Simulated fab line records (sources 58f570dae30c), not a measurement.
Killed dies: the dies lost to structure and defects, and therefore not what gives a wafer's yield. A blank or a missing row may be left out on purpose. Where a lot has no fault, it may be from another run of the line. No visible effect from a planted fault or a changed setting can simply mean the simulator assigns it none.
Which of the tools did it?	flow berkeleyCmos170	13 lots, 39 wafers sampled, at 6 steps of a route of 331

WHAT EACH GAUGE READ, for each wafer
UCB170_START_BOW_MEAS_00. Usual: INCOMING_BOW 0 um, standard deviation 6.2.
lot	measured	on	INCOMING_BOW (um)	flag
L965	day 1 10:01	filmMetro-03	2 -2 -15	
L966	day 1 15:00	filmMetro-01	7 4 -10	
L967	day 1 20:02	filmMetro-02	-15 -8 -6	
L968	day 2 01:02	filmMetro-01	1 -3 0	
L969	day 2 06:00	filmMetro-03	-4 1 -1	
L970	day 2 11:00	filmMetro-02	0 -3 0	
L971	day 2 16:00	filmMetro-03	3 8 0	
L972	day 2 21:01	filmMetro-02	-3 0 -8	
L974	day 3 07:00	filmMetro-02	1 -8 -1	
L984	day 5 09:00	filmMetro-01	3 -2 9	
L985	day 5 14:01	filmMetro-03	3 -7 4	
L987	day 6 00:01	filmMetro-01	-7 -5 -4	
L988	day 6 05:03	filmMetro-01	15 0 -9	

UCB170_GATE_OVL_MEAS_13. Usual: GATE_OVL -2 nm, standard deviation 4.9.
lot	measured	on	GATE_OVL (nm)	flag
L965	day 6 00:42	overlay-02	-8 -3 -6	
L966	day 6 12:43	overlay-02	-11 -10 -4	
L967	day 6 12:28	overlay-02	-2 -3 -2	
L968	day 6 19:56	overlay-01	4 -4 0	
L969	day 6 19:38	overlay-02	6 2 1	
L970	day 7 08:44	overlay-01	-7 -8 -2	
L971	day 7 09:01	overlay-01	0 -2 4	
L972	day 7 22:17	overlay-02	1 0 5	
L974	day 7 21:55	overlay-01	-2 -12 -8	
L984	day 9 18:00	overlay-02	-10 -9 0	
L985	day 10 11:43	overlay-01	1 1 3	
L987	day 10 19:25	overlay-01	-3 -3 3	
L988	day 10 18:58	overlay-01	0 -2 -2	

UCB170_NLDD_TW_MEAS_11. Usual: NLDD_TW 2200, standard deviation 18.
lot	measured	on	NLDD_TW	flag
L965	day 6 06:13	filmMetro-01	2213 2209 2213	
L966	day 6 16:56	filmMetro-02	2226 2207 2223	
L967	day 6 16:40	filmMetro-02	2214 2227 2226	
L968	day 7 00:43	filmMetro-01	2213 2220 2211	
L969	day 6 23:51	filmMetro-02	2222 2215 2213	
L970	day 7 13:22	filmMetro-03	2183 2183 2187	
L971	day 7 13:50	filmMetro-03	2182 2177 2192	
L972	day 8 02:58	filmMetro-03	2133 2130 2132	OFF
L974	day 8 01:46	filmMetro-03	2193 2178 2188	
L984	day 9 22:53	filmMetro-01	2212 2208 2210	
L985	day 10 15:33	filmMetro-03	2169 2171 2185	
L987	day 10 23:52	filmMetro-01	2199 2213 2192	
L988	day 10 23:37	filmMetro-03	2178 2178 2175	

UCB170_SDANNEAL_RS_MEAS_05: measures by four-point-probe. Usual: NLDD_RS 616.0 ohm/sq, standard deviation 1.6.
lot	measured	on	NLDD_RS (ohm/sq)	flag
L965	day 6 17:40	filmMetro-02	614.3 614.2 614.3	
L966	day 7 02:51	filmMetro-01	615.9 617.1 614.9	
L967	day 7 02:29	filmMetro-02	615.7 612.8 613.0	
L968	day 7 12:28	filmMetro-01	617.6 615.7 616.1	
L969	day 7 12:02	filmMetro-02	614.3 613.9 614.7	
L970	day 8 02:11	filmMetro-03	617.1 618.8 617.5	
L971	day 8 02:26	filmMetro-02	614.0 613.5 615.0	
L972	day 8 12:05	filmMetro-01	655.1 653.4 654.4	OFF
L974	day 8 11:46	filmMetro-02	614.3 613.8 615.8	
L984	day 10 08:35	filmMetro-01	615.0 615.2 618.4	
L985	day 11 00:39	filmMetro-03	617.5 617.8 617.0	
L987	day 11 17:07	filmMetro-03	616.4 616.1 617.9	
L988	day 11 16:15	filmMetro-03	617.0 618.2 618.2	

UCB170_M3_OVL_MEAS_16. Usual: M3_OVL -2 nm, standard deviation 6.
lot	measured	on	M3_OVL (nm)	flag
L965	day 7 15:32	overlay-01	8 6 13	
L966	day 8 03:04	overlay-02	0 -3 1	
L967	day 8 02:48	overlay-01	2 3 -3	
L968	day 8 12:31	overlay-02	1 2 -12	
L969	day 8 12:13	overlay-01	-11 -7 -6	
L970	day 8 21:49	overlay-02	4 5 5	
L971	day 9 01:18	overlay-01	0 -10 -3	
L972	day 9 12:32	overlay-02	-4 -8 -8	
L974	day 9 13:08	overlay-01	2 2 3	
L984	day 11 09:07	overlay-02	7 3 6	
L985	day 12 00:18	overlay-01	-6 -3 -1	
L987	day 12 15:37	overlay-01	1 -1 -2	
L988	day 12 15:12	overlay-01	1 2 1	

WHAT TOOL EACH LOT RAN ON (gives the tool, then ch and the chambers of the sampled wafers, and finally the start)
lot	UCB170_NLDD_IMPLANT_08
L965	implanter-03 ch 0, day 6 05:49
L966	implanter-03 ch 0, day 6 16:32
L967	implanter-01 ch 0, day 6 16:17
L968	implanter-03 ch 0, day 7 00:20
L969	implanter-03 ch 0, day 6 23:27
L970	implanter-01 ch 0, day 7 12:58
L971	implanter-03 ch 0, day 7 13:23
L972	implanter-03 ch 0, day 8 02:34
L974	implanter-03 ch 0, day 8 01:22
L984	implanter-01 ch 0, day 9 22:29
L985	implanter-04 ch 0, day 10 15:10
L987	implanter-04 ch 0, day 10 23:28
L988	implanter-01 ch 0, day 10 23:04
- UCB170_NLDD_IMPLANT_08

AS READ BY THE TOOLS THEMSELVES (means over the sampled wafers that have a number; for cases with no such wafer, the mark the record gives instead)
UCB170_NLDD_IMPLANT_08. Usual: doseIonsCm2 4.999e+13, standard deviation 5e+10; endStationPressureTorr 5.11e-06 Torr, standard deviation 2.6e-07.
lot	tool	doseIonsCm2	endStationPressureTorr (Torr)	flag
L965	implanter-03	4.998e+13	4.99e-06	
L966	implanter-03	5.003e+13	5.07e-06	
L967	implanter-01	5.001e+13	5.24e-06	
L968	implanter-03	5.000e+13	5.03e-06	
L969	implanter-03	5.003e+13	5.14e-06	
L970	implanter-01	5.001e+13	5.13e-06	
L971	implanter-03	4.994e+13	5.17e-06	
L972	implanter-03	4.997e+13	5.16e-06	
L974	implanter-03	5.001e+13	5.01e-06	
L984	implanter-01	5.005e+13	5.12e-06	
L985	implanter-04	4.993e+13	4.99e-06	
L987	implanter-04	5.007e+13	4.80e-06	
L988	implanter-01	4.995e+13	4.95e-06	

THE ANSWER, worked out from the rows above alone
Rule: a lot is off if the mean of its wafers that have a number lies more than 3 standard deviations from the usual mean. A lot without any number at a reading at which 4 lots or more have one is off too. Any other lot the step has rows for is counted as sound. After the gauges, taken in route order, come the tools' own readings; for these a lot's mean is taken, as printed above. At the first step where some lot is off, the reading lying furthest off is the one used; lots without a number count as furthest.
Off: at UCB170_NLDD_TW_MEAS_11 (NLDD_TW), L972.
If a tool, at a process step before that reading, ran all the lots that are off and no sound lot after the first of them, it fits. Not tried: the gauges at UCB170_NLDD_TW_MEAS_11; whatever is off there is also off at UCB170_SDANNEAL_RS_MEAS_05, on other tools, and gauge error can't account for it. One fits: implanter-03 at UCB170_NLDD_IMPLANT_08. Its last sound lot is L974 (day 8 01:22), its first lot that is off L972 (day 8 02:34): a fault that began between those two fits.

WHAT THE SIMULATOR PUT IN
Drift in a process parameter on implanter-03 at UCB170_NLDD_IMPLANT_08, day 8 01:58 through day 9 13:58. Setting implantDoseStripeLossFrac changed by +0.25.
Shown lots that were struck: L972. The rule above reached the same finding.
